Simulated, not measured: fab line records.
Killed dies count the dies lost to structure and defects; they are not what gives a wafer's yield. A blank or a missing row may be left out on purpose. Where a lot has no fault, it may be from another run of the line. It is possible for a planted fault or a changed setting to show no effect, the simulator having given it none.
fab line records	flow rit_cmos
record lots=5	wafers=23
route steps=202 shown ACTIVE@4 FOX1@20 NWELL@29 PWELL@44 WELLDRIVE@50 NRETRO@54 GATE@81 NLDD@111 NSD@139 M1@202
start_h: hours from the record's opening day to when the first of the lot's shown wafers began	wait_h: hours from the lot's prior step to this one	" the same as in the row above	L1.1+2: one row covering several wafers at once	- value missing, or start not given	* or withheld: withheld	< > ~ a bound
route shown NAME@n: NAME is a module with steps in the file, n the number in the route of the first one	usual: mean/standard deviation of fault-free wafers	same: alike in all rows	chamber/n: place in a boat	sites: per-site readings	_std_site: the standard deviation of these	_edge_site: the outer-site mean with the inner-site mean subtracted	radius_mm: how far each site lies from the wafer's centre	mask NAME#n: copy n	behind: the last tool/chamber to shape the wafer	hold: why the lot went on hold/how many hours it stayed there/how the hold came to an end	device: whichever transistor did not switch (one of n, p or np)	end of line: the same wafers' tests at the end of the route	a step with no rows: only its recipe	killed: the dies lost at the first sort to structure and to defects; this is not the yield of the wafer	map: per-die view of a wafer (x killed, . not killed, _ where there is no die)
set.NAME: the run value of the setting; set.NAME@STEP: its run value at that earlier step	model.NAME: the simulator's own value behind a step, which no gauge read
lots where settings were altered on purpose, with a table for each step and a row for each wafer
## steps
# step RIT_ACTIVE_CVD_03
# recipe material=Si3N4	target_thk_nm=150	temp_c=810	precursor=SiH2Cl2/NH3	time_s=1500	pressure_mtorr=300	sih2cl2_flow_sccm=60	nh3_flow_sccm=150
lot.wafer	tool	chamber	start_h	wait_h	set.pressure_mtorr	model.Si3N4_of_ACTIVE_CVD_03.thk_nm
L075.1	-	-	-	0.1	261.3	143.7
L075.2	"	-	"	"	261.3	143.3
L075.3	"	-	"	"	261.3	144.9
L075.4	"	-	"	"	261.3	144
L075.6	"	-	"	"	261.3	143.9
L076.1+2+6	-	-	-	0.1	255.7	143.9
L076.3	"	-	"	"	255.7	144.6
L076.4	"	-	"	"	255.7	143.3
L079.2+5	-	-	-	0.5	300	152.7
L079.3	"	-	"	"	300	153.7
L079.4	"	-	"	"	300	152.5
L079.6	"	-	"	"	300	153.6
L083.1+4	-	-	-	0.1	342.9	154.3
L083.3	"	-	"	"	342.9	152.4
L083.5	"	-	"	"	342.9	155
L083.6	"	-	"	"	342.9	155.2
L085.1	lpcvd-02	1	67.11	0.1	300	151.8
L085.3+6	"	1	"	"	300	150.2
# step RIT_FOX1_OXIDATION_00
# recipe temp_c=1100	ambient=H2O	target_thk_a=3507	p_h2o_torr=720	ox_time_s=1130
lot.wafer	tool	chamber	start_h	wait_h	set.ox_time_s	model.SiO2_of_FOX1_OXIDATION_00.thk_nm
L075.1	-	-	-	0.0	980	319.9
L075.2	"	-	"	"	980	319.5
L075.3	"	-	"	"	980	319.3
L075.4	"	-	"	"	980	316.4
L075.6	"	-	"	"	980	319
L076.1	-	-	-	0.0	1282	376.1
L076.2	"	-	"	"	1282	368.5
L076.3	"	-	"	"	1282	369.7
L076.4	"	-	"	"	1282	366.1
L076.6	"	-	"	"	1282	366.9
L079.2	-	-	-	1.3	990.1	323.6
L079.3	"	-	"	"	990.1	323.2
L079.4	"	-	"	"	990.1	321
L079.5	"	-	"	"	990.1	320.4
L079.6	"	-	"	"	990.1	319.9
L083.1	-	-	-	0.0	1200	362.1
L083.3	"	-	"	"	1200	367.5
L083.4	"	-	"	"	1200	362.6
L083.5	"	-	"	"	1200	361.4
L083.6	"	-	"	"	1200	357
L085.1	furnace-01	0	70.63	0.0	1130	342.8
L085.3	"	0	"	"	1130	346
L085.6	"	0	"	"	1130	341.2
# step RIT_FOX1_THK_MEAS_01
# recipe reads=SiO2_of_FOX1_OXIDATION_00
# usual FOX1_OXIDE_THK=346/3.7
lot.wafer	tool	chamber	start_h	wait_h	set.ox_time_s@FOX1_OXIDATION_00	FOX1_OXIDE_THK[nm]
L075.1	film_metro-03	-	-	-	980	320
L075.2	"	-	"	"	980	320
L075.3	"	-	"	"	980	319
L075.4	"	-	"	"	980	317
L075.6	"	-	"	"	980	319
L076.1	film_metro-04	-	-	-	1282	376
L076.2	"	-	"	"	1282	368
L076.3	"	-	"	"	1282	370
L076.4	"	-	"	"	1282	366
L076.6	"	-	"	"	1282	367
L079.2	film_metro-01	-	-	-	990.1	324
L079.3	"	-	"	"	990.1	323
L079.4	"	-	"	"	990.1	321
L079.5	"	-	"	"	990.1	320
L079.6	"	-	"	"	990.1	320
L083.1	film_metro-04	-	-	-	1200	362
L083.3	"	-	"	"	1200	367
L083.4	"	-	"	"	1200	362
L083.5	"	-	"	"	1200	362
L083.6	"	-	"	"	1200	357
L085.1	film_metro-03	-	71.95	0.0	1130	343
L085.3	"	-	"	"	1130	346
L085.6	"	-	"	"	1130	341
# step RIT_NWELL_COAT_01
# recipe resist=NOVOLAK	spin_rpm=2000	resist_thk_nm=1300
lot.wafer	tool	chamber	start_h	wait_h	set.resist_thk_nm	model.NOVOLAK_of_NWELL_COAT_01.thk_nm
L075.1	litho_track-04	0	24.53	0.1	1333	1331
L075.2	"	0	"	"	1333	1330
L075.3	"	0	"	"	1300	1300
L075.4	"	0	"	"	1300	1298
L075.6	"	0	"	"	1300	1299
L076.1	litho_track-04	0	29.53	0.1	1300	1302
L076.2	"	0	"	"	1300	1299
L076.3	"	0	"	"	1300	1303
L076.4	"	0	"	"	1300	1301
L076.6	"	0	"	"	1300	1300
L079.2	litho_track-02	0	46.29	0.1	1300	1291
L079.3+5	"	0	"	"	1253	1246
L079.4	"	0	"	"	1253	1244
L079.6	"	0	"	"	1300	1295
L083.1	litho_track-04	0	64.48	0.1	1300	1300
L083.3	"	0	"	"	1333	1329
L083.4	"	0	"	"	1300	1299
L083.5	"	0	"	"	1333	1330
L083.6	"	0	"	"	1300	1296
L085.1	litho_track-04	0	74.72	0.1	1300	1294
L085.3	"	0	"	"	1300	1300
L085.6	"	0	"	"	1300	1299
# step RIT_NWELL_SOFTBAKE_02
# recipe resist=NOVOLAK	temp_c=90	time_s=60
# step RIT_NWELL_EXPOSE_03
# recipe mask_id=M2	na=0.57	target_cd_nm=43900	dose_mj=250
# step RIT_NWELL_DEVELOP_05
# recipe resist=NOVOLAK	develop_time_s=68	dev_temp_c=23
# step RIT_NWELL_HARDBAKE_07
# recipe resist=NOVOLAK	temp_c=140	time_s=120
lot.wafer	tool	chamber	start_h	wait_h	set.resist_thk_nm@NWELL_COAT_01	model.NOVOLAK_of_NWELL_COAT_01.thk_nm
L075.1+2	litho_track-02	0	25.42	0.0	1333	1163
L075.3	"	0	"	"	1300	1137
L075.4	"	0	"	"	1300	1135
L075.6	"	0	"	"	1300	1136
L076.1+3	litho_track-04	0	30.30	0.0	1300	1139
L076.2	"	0	"	"	1300	1136
L076.4	"	0	"	"	1300	1138
L076.6	"	0	"	"	1300	1137
L079.2	litho_track-04	0	47.20	0.1	1300	1129
L079.3	"	0	"	"	1253	1091
L079.4	"	0	"	"	1253	1089
L079.5	"	0	"	"	1253	1090
L079.6	"	0	"	"	1300	1132
L083.1	litho_track-01	0	65.25	0.0	1300	1137
L083.3+5	"	0	"	"	1333	1162
L083.4	"	0	"	"	1300	1136
L083.6	"	0	"	"	1300	1134
L085.1	litho_track-04	0	75.61	0.0	1300	1132
L085.3	"	0	"	"	1300	1137
L085.6	"	0	"	"	1300	1136
# step RIT_NWELL_IMPLANT_08
# recipe species=P	energy_kev=170	dose_cm2=5e+13	tilt_deg=7
lot.wafer	tool	chamber	start_h	wait_h	set.dose_cm2
L075.1+2+3	implanter-01	0	25.67	0.2	5.148e+13
L075.4+6	"	0	"	"	5e+13
L076.1+2+4	implanter-03	0	30.55	0.2	5.188e+13
L076.3+6	"	0	"	"	5e+13
L079.2+5+6	implanter-03	0	47.43	0.2	4.874e+13
L079.3+4	"	0	"	"	5e+13
L083.1+4+5	implanter-03	0	65.50	0.2	5e+13
L083.3+6	"	0	"	"	4.777e+13
L085.1+3+6	implanter-03	0	75.86	0.2	5e+13
# step RIT_NWELL_STRIP_09
# recipe chemistry=O2	time_s=180	resist=NOVOLAK	platen_temp_c=withheld	power_w=500	pressure_mtorr=4000	o2_flow_sccm=4000
# step RIT_NWELL_TW_MEAS_10
# usual NWELL_TW=2144/7.5
lot.wafer	tool	chamber	start_h	wait_h	set.dose_cm2@NWELL_IMPLANT_08	NWELL_TW
L075.1	film_metro-03	-	25.99	0.1	5.148e+13	2180
L075.2	"	-	"	"	5.148e+13	2156
L075.3	"	-	"	"	5.148e+13	2157
L075.4	"	-	"	"	5e+13	2136
L075.6	"	-	"	"	5e+13	2146
L076.1	film_metro-01	-	30.87	0.1	5.188e+13	2169
L076.2	"	-	"	"	5.188e+13	2175
L076.3	"	-	"	"	5e+13	2124
L076.4	"	-	"	"	5.188e+13	2158
L076.6	"	-	"	"	5e+13	2134
L079.2	film_metro-02	-	47.74	0.1	4.874e+13	2134
L079.3	"	-	"	"	5e+13	2149
L079.4	"	-	"	"	5e+13	2152
L079.5	"	-	"	"	4.874e+13	2125
L079.6	"	-	"	"	4.874e+13	2127
L083.1	film_metro-01	-	65.82	0.1	5e+13	2143
L083.3	"	-	"	"	4.777e+13	2104
L083.4	"	-	"	"	5e+13	2139
L083.5	"	-	"	"	5e+13	2144
L083.6	"	-	"	"	4.777e+13	2109
L085.1	film_metro-02	-	76.18	0.1	5e+13	2137
L085.3	"	-	"	"	5e+13	2142
L085.6	"	-	"	"	5e+13	2151
# step RIT_PWELL_DEVELOP_05
# recipe resist=NOVOLAK	develop_time_s=68	dev_temp_c=23
lot.wafer	tool	chamber	start_h	wait_h	set.develop_time_s
L075.1+3+4	litho_track-03	0	-	-	71.34
L075.2+6	"	0	"	"	68
L076.1+4	litho_track-04	0	-	-	68
L076.2+3+6	"	0	"	"	58.84
L079.2+3+6	litho_track-02	0	-	-	68
L079.4+5	"	0	"	"	77.86
L083.1+3	litho_track-03	0	-	-	68
L083.4+5+6	"	0	"	"	70.93
L085.1+3+6	litho_track-03	0	-	-	68
# step RIT_PWELL_HARDBAKE_07
# recipe resist=NOVOLAK	temp_c=140	time_s=120
# step RIT_WELLDRIVE_ANNEAL_00
# recipe temp_c=1100	time_s=14700	ambient=N2
# step RIT_WELLDRIVE_RS_MEAS_01
# recipe thk_meas_gauge=four-point-probe
# usual NWELL_RS=275.6/0.73
lot.wafer	tool	chamber	start_h	wait_h	set.dose_cm2@NWELL_IMPLANT_08	NWELL_RS[ohm/sq]
L075.1	film_metro-02	-	32.94	0.0	5.148e+13	270.9
L075.2	"	-	"	"	5.148e+13	270.3
L075.3	"	-	"	"	5.148e+13	269.9
L075.4	"	-	"	"	5e+13	275.2
L075.6	"	-	"	"	5e+13	275.1
L076.1	film_metro-02	-	37.69	0.0	5.188e+13	269.3
L076.2	"	-	"	"	5.188e+13	268.8
L076.3	"	-	"	"	5e+13	275.3
L076.4	"	-	"	"	5.188e+13	268.9
L076.6	"	-	"	"	5e+13	275.8
L079.2	film_metro-01	-	54.45	0.0	4.874e+13	279.7
L079.3	"	-	"	"	5e+13	275.0
L079.4	"	-	"	"	5e+13	275.9
L079.5	"	-	"	"	4.874e+13	279.9
L079.6	"	-	"	"	4.874e+13	279.5
L083.1	film_metro-02	-	72.52	0.0	5e+13	276.1
L083.3	"	-	"	"	4.777e+13	284.0
L083.4	"	-	"	"	5e+13	275.8
L083.5	"	-	"	"	5e+13	276.1
L083.6	"	-	"	"	4.777e+13	284.7
L085.1	film_metro-02	-	83.21	0.0	5e+13	274.7
L085.3	"	-	"	"	5e+13	274.8
L085.6	"	-	"	"	5e+13	275.3
# step RIT_NRETRO_COAT_01
# recipe resist=NOVOLAK	spin_rpm=2000	resist_thk_nm=1300
lot.wafer	tool	chamber	start_h	wait_h	set.resist_thk_nm	model.NOVOLAK_of_NRETRO_COAT_01.thk_nm
L075.1	litho_track-03	0	33.33	0.1	1300	1301
L075.2	"	0	"	"	1300	1304
L075.3	"	0	"	"	1230	1228
L075.4	"	0	"	"	1230	1229
L075.6	"	0	"	"	1300	1302
L076.1	litho_track-04	0	38.08	0.1	1230	1228
L076.2	"	0	"	"	1300	1301
L076.3	"	0	"	"	1230	1229
L076.4	"	0	"	"	1230	1231
L076.6	"	0	"	"	1300	1300
L079.2	litho_track-03	0	54.84	0.1	1372	1371
L079.3	"	0	"	"	1372	1375
L079.4	"	0	"	"	1372	1376
L079.5+6	"	0	"	"	1300	1300
L083.1+3+6	litho_track-03	0	72.91	0.1	1300	1304
L083.4	"	0	"	"	1300	1303
L083.5	"	0	"	"	1300	1302
L085.1	litho_track-03	0	83.60	0.1	1300	1305
L085.3+6	"	0	"	"	1300	1302
# step RIT_NRETRO_SOFTBAKE_02
# recipe resist=NOVOLAK	temp_c=90	time_s=60
# step RIT_NRETRO_EXPOSE_03
# recipe mask_id=M4	na=0.57	target_cd_nm=43900	dose_mj=250
# step RIT_NRETRO_DEVELOP_05
# recipe resist=NOVOLAK	develop_time_s=68	dev_temp_c=23
# step RIT_NRETRO_HARDBAKE_07
# recipe resist=NOVOLAK	temp_c=140	time_s=120
lot.wafer	tool	chamber	start_h	wait_h	set.resist_thk_nm@NRETRO_COAT_01	model.NOVOLAK_of_NRETRO_COAT_01.thk_nm
L075.1+6	litho_track-01	0	34.13	0.0	1300	1138
L075.2	"	0	"	"	1300	1140
L075.3	"	0	"	"	1230	1075
L075.4	"	0	"	"	1230	1076
L076.1	litho_track-03	0	38.85	0.0	1230	1075
L076.2	"	0	"	"	1300	1138
L076.3	"	0	"	"	1230	1076
L076.4	"	0	"	"	1230	1078
L076.6	"	0	"	"	1300	1137
L079.2	litho_track-03	0	55.75	0.1	1372	1198
L079.3	"	0	"	"	1372	1201
L079.4	"	0	"	"	1372	1202
L079.5+6	"	0	"	"	1300	1137
L083.1	litho_track-03	0	73.67	0.0	1300	1141
L083.3+4+6	"	0	"	"	1300	1140
L083.5	"	0	"	"	1300	1138
L085.1	litho_track-01	0	84.37	0.0	1300	1141
L085.3+6	"	0	"	"	1300	1138
# step RIT_GATE_OXIDATION_05
# recipe temp_c=900	ambient=O2	target_thk_a=30	ox_time_s=270
lot.wafer	tool	chamber	start_h	wait_h	set.temp_c	model.SiO2_of_GATE_OXIDATION_05.thk_nm
L075.1	-	-	-	0.8	920.9	3.874
L075.2	"	-	"	"	920.9	3.852
L075.3	"	-	"	"	920.9	3.896
L075.4	"	-	"	"	920.9	3.878
L075.6	"	-	"	"	920.9	3.899
L076.1	-	-	-	0.7	900	2.987
L076.2	"	-	"	"	900	3.016
L076.3	"	-	"	"	900	3.017
L076.4	"	-	"	"	900	3.039
L076.6	"	-	"	"	900	2.991
L079.2	-	-	-	0.0	881.1	2.333
L079.3	"	-	"	"	881.1	2.327
L079.4	"	-	"	"	881.1	2.364
L079.5	"	-	"	"	881.1	2.336
L079.6	"	-	"	"	881.1	2.344
L083.1	-	-	-	0.3	900	2.895
L083.3	"	-	"	"	900	2.923
L083.4	"	-	"	"	900	2.903
L083.5	"	-	"	"	900	2.893
L083.6	"	-	"	"	900	2.942
L085.1	furnace-02	0	87.21	0.1	900	3.076
L085.3	"	0	"	"	900	3.086
L085.6	"	0	"	"	900	3.098
# step RIT_GATE_ANNEAL_06
# recipe temp_c=900	time_s=600	ambient=N2O
# step RIT_GATE_THK_MEAS_07
# recipe reads=SiO2_of_GATE_OXIDATION_05
# usual GATE_OXIDE_THK=3.02/0.064
lot.wafer	tool	chamber	start_h	wait_h	set.temp_c@GATE_OXIDATION_05	GATE_OXIDE_THK[nm]
L075.1	film_metro-03	-	40.23	0.0	920.9	3.86
L075.2	"	-	"	"	920.9	3.91
L075.3	"	-	"	"	920.9	3.87
L075.4	"	-	"	"	920.9	3.86
L075.6	"	-	"	"	920.9	3.92
L076.1	film_metro-02	-	43.49	0.0	900	2.95
L076.2	"	-	"	"	900	3.03
L076.3	"	-	"	"	900	3.00
L076.4	"	-	"	"	900	3.06
L076.6	"	-	"	"	900	3.01
L079.2	film_metro-03	-	59.77	0.0	881.1	2.35
L079.3	"	-	"	"	881.1	2.33
L079.4	"	-	"	"	881.1	2.36
L079.5	"	-	"	"	881.1	2.36
L079.6	"	-	"	"	881.1	2.29
L083.1	film_metro-03	-	78.38	0.0	900	2.88
L083.3	"	-	"	"	900	2.95
L083.4	"	-	"	"	900	2.89
L083.5	"	-	"	"	900	2.92
L083.6	"	-	"	"	900	2.96
L085.1	film_metro-03	-	88.54	0.0	900	3.10
L085.3	"	-	"	"	900	3.12
L085.6	"	-	"	"	900	3.09
# step RIT_GATE_EXPOSE_13
# recipe mask_id=M6	na=0.6	source_shape=conventional	sigma_outer=0.6	target_cd_nm=150	dose_mj=380
lot.wafer	tool	chamber	start_h	wait_h	mask	set.dose_mj
L075.1+2+3	iline_stepper-02	0	42.42	0.1	M6#0	391.1
L075.4+6	"	0	"	"	M6#0	380
L076.1+2+3+4+6	iline_stepper-01	0	47.49	0.2	M6#0	380
L079.2+3+5	iline_stepper-02	0	62.09	0.2	M6#0	380
L079.4+6	"	0	"	"	M6#0	408.3
L083.1+3+4	iline_stepper-01	0	80.66	0.1	M6#0	380
L083.5+6	"	0	"	"	M6#0	353.5
L085.1+3+6	iline_stepper-02	0	90.72	0.1	M6#0	380
# step RIT_GATE_PEB_14
# recipe resist=NOVOLAK	temp_c=withheld	time_s=withheld
# step RIT_GATE_DEVELOP_15
# recipe resist=NOVOLAK	develop_time_s=50	dev_temp_c=23
# step RIT_GATE_CD_MEAS_16
# recipe target_cd_nm=150
# usual cd_nm=150.1/2.7
lot.wafer	tool	chamber	start_h	wait_h	set.dose_mj@GATE_EXPOSE_13	cd_nm
L075.1	cd_sem-02	-	42.82	-	391.1	132.8
L075.2	"	-	"	"	391.1	133.3
L075.3	"	-	"	"	391.1	133.3
L075.4	"	-	"	"	380	145.6
L075.6	"	-	"	"	380	148.2
L076.1	cd_sem-02	-	47.89	-	380	145.7
L076.2	"	-	"	"	380	145.9
L076.3	"	-	"	"	380	147.1
L076.4	"	-	"	"	380	144.5
L076.6	"	-	"	"	380	144.5
L079.2	cd_sem-02	-	62.57	-	380	147.9
L079.3	"	-	"	"	380	150.9
L079.4	"	-	"	"	408.3	112.7
L079.5	"	-	"	"	380	150.1
L079.6	"	-	"	"	408.3	113.8
L083.1	cd_sem-01	-	81.06	-	380	154.4
L083.3	"	-	"	"	380	151.5
L083.4	"	-	"	"	380	152.0
L083.5	"	-	"	"	353.5	190.4
L083.6	"	-	"	"	353.5	190.0
L085.1	cd_sem-02	-	91.12	-	380	150.7
L085.3	"	-	"	"	380	149.1
L085.6	"	-	"	"	380	152.2
# step RIT_GATE_ETCH_19
# recipe chemistry=SF6/CHF3/O2	time_s=165	SF6_flow_sccm=30	CHF3_flow_sccm=30	O2_flow_sccm=5	target=poly-Si	pressure_mtorr=40	rf_w=160	target_depth_a=3125	over_etch_frac=0.25	stop_on=SiO2
lot.wafer	tool	chamber	start_h	wait_h	set.over_etch_frac	set.dose_mj@GATE_EXPOSE_13	model.GATE.cd_nm
L075.1	rie_si-01	1	43.12	0.1	0.2161	391.1	133.1
L075.2	"	0	"	"	0.25	391.1	133.6
L075.3	"	2	"	"	0.2161	391.1	133.7
L075.4	"	3	"	"	0.2161	380	145.8
L075.6	"	3	"	"	0.25	380	147.9
L076.1	rie_si-02	3	48.20	0.1	0.25	380	145.9
L076.2	"	2	"	"	0.1843	380	145.6
L076.3	"	0	"	"	0.1843	380	147.2
L076.4+6	"	1,2	"	"	0.25	380	144.3
L079.2	rie_si-01	0	62.87	0.1	0.3234	380	147.9
L079.3	"	1	"	"	0.3234	380	151.2
L079.4	"	3	"	"	0.25	408.3	112.2
L079.5	"	2	"	"	0.25	380	149.8
L079.6	"	3	"	"	0.25	408.3	113.6
L083.1	rie_si-01	2	81.36	0.1	0.25	380	154.4
L083.3	"	0	"	"	0.25	380	151.6
L083.4	"	1	"	"	0.25	380	152.3
L083.5	"	0	"	"	0.25	353.5	190.4
L083.6	"	3	"	"	0.25	353.5	189.7
L085.1	rie_si-01	3	91.43	0.1	0.25	380	150.5
L085.3	"	2	"	"	0.25	380	149.1
L085.6	"	3	"	"	0.25	380	151.9
# step RIT_GATE_STRIP_20
# recipe chemistry=O2	time_s=180	resist=NOVOLAK	platen_temp_c=withheld	power_w=500	pressure_mtorr=4000	o2_flow_sccm=4000
# step RIT_GATE_CD_MEAS_90
# recipe target_cd_nm=150
# usual cd_nm=150.0/2.7
lot.wafer	tool	chamber	start_h	wait_h	set.dose_mj@GATE_EXPOSE_13	cd_nm
L075.1	cd_sem-02	-	43.41	0.1	391.1	133.1
L075.2	"	-	"	"	391.1	133.5
L075.3	"	-	"	"	391.1	133.6
L075.4	"	-	"	"	380	145.9
L075.6	"	-	"	"	380	147.7
L076.1	cd_sem-01	-	48.48	0.1	380	145.7
L076.2	"	-	"	"	380	146.0
L076.3	"	-	"	"	380	147.3
L076.4	"	-	"	"	380	144.4
L076.6	"	-	"	"	380	144.6
L079.2	cd_sem-02	-	63.17	0.1	380	148.0
L079.3	"	-	"	"	380	151.4
L079.4	"	-	"	"	408.3	112.2
L079.5	"	-	"	"	380	150.2
L079.6	"	-	"	"	408.3	113.8
L083.1	cd_sem-01	-	81.65	0.1	380	154.3
L083.3	"	-	"	"	380	152.1
L083.4	"	-	"	"	380	152.3
L083.5	"	-	"	"	353.5	190.5
L083.6	"	-	"	"	353.5	189.8
L085.1	cd_sem-01	-	91.71	0.1	380	150.6
L085.3	"	-	"	"	380	149.1
L085.6	"	-	"	"	380	151.8
# step RIT_NLDD_IMPLANT_08
# recipe species=P	energy_kev=20	dose_cm2=5e+14	tilt_deg=7
lot.wafer	tool	chamber	start_h	wait_h	set.energy_kev	model.implant.rp_nm	model.implant.drp_nm
L075.1+2+6	implanter-01	0	47.70	0.1	21	28.2	13.36
L075.3+4	"	0	"	"	20	27.29	12.97
L076.1+3+6	implanter-01	0	52.72	0.1	21.07	28.58	13.38
L076.2+4	"	0	"	"	20	27.59	12.97
L079.2+6	implanter-04	0	67.39	0.1	20	26.82	12.97
L079.3+4+5	"	0	"	"	19.37	26.24	12.72
L083.1+4+6	implanter-03	0	86.83	0.1	20	27.75	12.97
L083.3+5	"	0	"	"	21.04	28.72	13.37
L085.1+3+6	implanter-03	0	95.88	0.1	20	27.18	12.97
# step RIT_NSD_IMPLANT_08
# recipe species=P	energy_kev=25	dose_cm2=1e+15	tilt_deg=7
lot.wafer	tool	chamber	start_h	wait_h	set.energy_kev	model.implant.rp_nm	model.implant.drp_nm
L075.1+4+6	implanter-04	0	54.34	0.1	25	32.1	14.84
L075.2+3	"	0	"	"	24.03	31.25	14.49
L076.1+3+4	implanter-02	0	58.39	0.1	25	30.94	14.84
L076.2+6	"	0	"	"	23.87	29.99	14.43
L079.2+4	implanter-04	0	72.80	0.1	25	32.67	14.84
L079.3+5+6	"	0	"	"	23.78	31.58	14.4
L083.1+3+4+5+6	implanter-03	0	92.35	0.1	25	32.21	14.84
L085.1+3+6	implanter-03	0	101.43	0.1	25	31.91	14.84
# step RIT_M1_PROBE_99
lot.wafer	tool	chamber	start_h	wait_h	set.temp_c@GATE_OXIDATION_05	set.dose_mj@GATE_EXPOSE_13	model.etest.nmos_0p15.drive_ua_um	model.etest.nmos_0p15.r_on_ohm_um	model.etest.nmos_0p3.drive_ua_um	model.etest.nmos_0p3.r_on_ohm_um	model.etest.pmos_0p15.r_on_ohm_um	model.etest.pmos_0p3.r_on_ohm_um	model.etest.pmos_turned.r_on_ohm_um
L075.1	prober-01	-	63.84	0.1	920.9	391.1	455.2	1100	165	2539	2771	7664	3522
L075.2	prober-01	-	63.89	0.1	920.9	391.1	448.9	1122	164.5	2529	2757	7677	3487
L075.3	prober-01	-	63.94	0.2	920.9	391.1	450.2	1094	161.6	2545	2751	7735	3500
L075.4	prober-01	-	63.99	0.2	920.9	380	388.2	1236	161.4	2606	3163	8028	3955
L075.6	prober-01	-	64.09	0.2	920.9	380	382.3	1222	158.9	2592	3214	7910	3968
L076.1	prober-02	-	68.34	0.1	900	380	481.2	1104	220	2162	2728	6255	3405
L076.2	prober-02	-	68.39	0.1	900	380	470.9	1112	214.2	2219	2747	6407	3503
L076.3	prober-02	-	68.44	0.2	900	380	467.4	1120	216.2	2202	2756	6436	3441
L076.4	prober-02	-	68.49	0.2	900	380	482	1087	215.6	2173	2680	6265	3368
L076.6	prober-02	-	68.59	0.2	900	380	480.6	1108	221.8	2172	2686	6291	3403
L083.1	prober-01	-	102.02	0.1	900	380	470.5	1159	236.7	2122	2685	6011	3256
L083.3	prober-01	-	102.12	0.2	900	380	477.9	1080	230.4	2090	2584	5997	3164
L083.4	prober-01	-	102.17	0.2	900	380	473.2	1162	238.2	2133	2643	6005	3233
L083.5	prober-01	-	102.22	0.2	900	353.5	366.1	1398	222	2245	3480	6435	4048
L083.6	prober-01	-	102.27	0.2	900	353.5	360.4	1357	217.7	2247	3397	6417	4039
L085.1	prober-01	-	111.43	0.1	900	380	454.6	1174	218.8	2201	2784	6350	3466
L085.3	prober-01	-	111.53	0.2	900	380	459.5	1153	220.1	2197	2753	6378	3418
L085.6	prober-01	-	111.68	0.2	900	380	444.3	1187	217.6	2226	2880	6453	3562
# killed by level:class
L085.1 GATE:geometric_particle:short=2 SILICIDE:geometric_particle:short=2 FOX2:geometric_particle:short=1 GATE:geometric_particle:open=1
L085.3 GATE:geometric_particle:open=2 FOX1:geometric_particle:open=1 GATE:geometric_particle:short=1 REOX:geometric_particle:open=1 SILICIDE:geometric_particle:short=1
L085.6 GATE:geometric_particle:open=3 FOX1:geometric_particle:open=1 SILICIDE:geometric_particle:open=1
## key
split step=RIT_ACTIVE_CVD_03	setting=pressure_mtorr	stated=300	by=lot
response step=RIT_ACTIVE_CVD_03	reading=model.Si3N4_of_ACTIVE_CVD_03.thk_nm	change=+0.391	per=1%	r=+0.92
split step=RIT_FOX1_OXIDATION_00	setting=ox_time_s	stated=1130	by=lot
response step=RIT_FOX1_OXIDATION_00	reading=model.SiO2_of_FOX1_OXIDATION_00.thk_nm	change=+1.96	per=1%	r=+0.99
response step=RIT_FOX1_THK_MEAS_01	reading=FOX1_OXIDE_THK	change=+1.96	per=1%	r=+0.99
split step=RIT_NWELL_COAT_01	setting=resist_thk_nm	stated=1300	by=wafer
response step=RIT_NWELL_COAT_01	reading=model.NOVOLAK_of_NWELL_COAT_01.thk_nm	change=+12.7	per=1%	r=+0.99
response step=RIT_NWELL_HARDBAKE_07	reading=model.NOVOLAK_of_NWELL_COAT_01.thk_nm	change=+10.9	per=1%	r=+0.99
split step=RIT_NWELL_IMPLANT_08	setting=dose_cm2	stated=5e+13	by=wafer
response step=RIT_NWELL_TW_MEAS_10	reading=NWELL_TW	change=+8.7	per=1%	r=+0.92
response step=RIT_WELLDRIVE_RS_MEAS_01	reading=NWELL_RS	change=-1.76	per=1%	r=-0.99
split step=RIT_PWELL_DEVELOP_05	setting=develop_time_s	stated=68	by=wafer
response none clear
split step=RIT_NRETRO_COAT_01	setting=resist_thk_nm	stated=1300	by=wafer
response step=RIT_NRETRO_COAT_01	reading=model.NOVOLAK_of_NRETRO_COAT_01.thk_nm	change=+13.4	per=1%	r=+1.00
response step=RIT_NRETRO_HARDBAKE_07	reading=model.NOVOLAK_of_NRETRO_COAT_01.thk_nm	change=+11.5	per=1%	r=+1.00
split step=RIT_GATE_OXIDATION_05	setting=temp_c	stated=900	by=lot
response step=RIT_GATE_OXIDATION_05	reading=model.SiO2_of_GATE_OXIDATION_05.thk_nm	change=+0.349	per=1%	r=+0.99
response step=RIT_GATE_THK_MEAS_07	reading=GATE_OXIDE_THK	change=+0.35	per=1%	r=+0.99
response step=RIT_M1_PROBE_99	reading=model.etest.pmos_0p3.r_on_ohm_um	change=+654	per=1%	r=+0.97
response step=RIT_M1_PROBE_99	reading=model.etest.nmos_0p3.r_on_ohm_um	change=+163	per=1%	r=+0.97
response step=RIT_M1_PROBE_99	reading=model.etest.nmos_0p3.drive_ua_um	change=-25.8	per=1%	r=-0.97
split step=RIT_GATE_EXPOSE_13	setting=dose_mj	stated=380	by=wafer
response step=RIT_GATE_CD_MEAS_16	reading=cd_nm	change=-5.09	per=1%	r=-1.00
response step=RIT_GATE_ETCH_19	reading=model.GATE.cd_nm	change=-5.08	per=1%	r=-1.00
response step=RIT_GATE_CD_MEAS_90	reading=cd_nm	change=-5.09	per=1%	r=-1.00
response step=RIT_M1_PROBE_99	reading=model.etest.pmos_turned.r_on_ohm_um	change=-124	per=1%	r=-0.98
response step=RIT_M1_PROBE_99	reading=model.etest.pmos_0p15.r_on_ohm_um	change=-120	per=1%	r=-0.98
response step=RIT_M1_PROBE_99	reading=model.etest.nmos_0p15.r_on_ohm_um	change=-36.1	per=1%	r=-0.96
response step=RIT_M1_PROBE_99	reading=model.etest.nmos_0p15.drive_ua_um	change=+16.9	per=1%	r=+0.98
split step=RIT_GATE_ETCH_19	setting=over_etch_frac	stated=0.25	by=wafer
response none clear
split step=RIT_NLDD_IMPLANT_08	setting=energy_kev	stated=20	by=wafer
response step=RIT_NLDD_IMPLANT_08	reading=model.implant.rp_nm	change=+0.184	per=1%	r=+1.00
response step=RIT_NLDD_IMPLANT_08	reading=model.implant.drp_nm	change=+0.0776	per=1%	r=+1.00
split step=RIT_NSD_IMPLANT_08	setting=energy_kev	stated=25	by=wafer
response step=RIT_NSD_IMPLANT_08	reading=model.implant.rp_nm	change=+0.217	per=1%	r=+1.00
response step=RIT_NSD_IMPLANT_08	reading=model.implant.drp_nm	change=+0.0903	per=1%	r=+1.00
